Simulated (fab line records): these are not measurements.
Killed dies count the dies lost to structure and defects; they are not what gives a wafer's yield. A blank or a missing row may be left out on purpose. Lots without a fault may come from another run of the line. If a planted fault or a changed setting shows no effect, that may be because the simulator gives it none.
Problem report in the 8D (eight disciplines) form, filled by code ; flow berkeley-cmos170 ; the parts of the form that need people (team, actions taken, sign-off) are left out

1. WHAT WENT WRONG
Mean NLDD_OVL at UCB170_NLDD_OVL_MEAS_07: 262 nm over 9 wafers in 3 lots; fault-free wafers: -1 nm, standard deviation 4.1. That puts it +64 standard deviations away from the usual mean.
Earliest sighting: wafer L823.1 on overlay-02 at day 8 22:16. The record has a number at this step for 42 wafers belonging to 14 lots. Rule for "out", or "out of limits": more than 4 standard deviations from the usual mean. All remaining wafers that have a number are taken as sound.

2. WHAT IT IS AND WHAT IT IS NOT
question;is;is not
which readings at this step;NLDD_OVL;-
which lots;L823, L826, L827;L816, L817, L818, L819, L824, L828, L830, L831, L833, L835, L839
which wafers of those lots;all that have a number;-
read on which gauges;overlay-01, overlay-02;-
when;from day 8 22:16;"up to then (15 sound wafers); but 18 sound wafers of L828, L830, L831, L833, L835, L839 came after"

3. THE SUSPECTS, EACH WITH WHAT RULES IT OUT
Counting: a tool stays on the suspect list if, at a process step up to the reading, it processed all lots that are out and no sound lot following the first of them.
- ruled out: the gauge at UCB170_NLDD_OVL_MEAS_07. Those wafers that are out were read across 2 gauges (overlay-01, overlay-02).
- krf-scanner-02 at UCB170_NLDD_EXPOSE_03 (exposes mask NSELECT, target cd 1200 nm): kept. All lots that are out passed through it, beginning with L823 at day 8 21:26, and no sound lot followed; its final sound lot before that point was L824 at day 8 19:53.
Remaining after the count: krf-scanner-02 at UCB170_NLDD_EXPOSE_03.

4. THE CAUSE (what the simulator had put in)
Scanner matching overlay: krf-scanner-02, from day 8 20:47 on, at UCB170_NLDD_EXPOSE_03. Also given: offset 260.
After counting, this tool was the only one left.

5. SEQUENCE OF EFFECTS, ordered by route
Rows list readings where the struck wafers' mean (over those with a number) sits beyond 3 standard deviations from the usual. Readings are gone through only where the record gives a usual standard deviation; hours: the median, over the lots, of the time from a lot's start at the first step in this table giving one to that lot's start at this step; sigmas: the change measured in usual standard deviations.
hours;step;reading;usual;on struck wafers;change;sigmas
0;UCB170_NLDD_OVL_MEAS_07;NLDD_OVL;-1 nm;262;+263;+64

6. HOW IT WOULD HAVE BEEN CAUGHT EARLIER
In this record the first reading out of limits at a measuring or inspecting step was taken at day 8 22:16, 1 hour after the fault began at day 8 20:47.
Among the 3 lots that are out, L826, L827 began UCB170_NLDD_EXPOSE_03 on krf-scanner-02 after day 8 22:16. A hold on the tool at that time would have spared those 2.
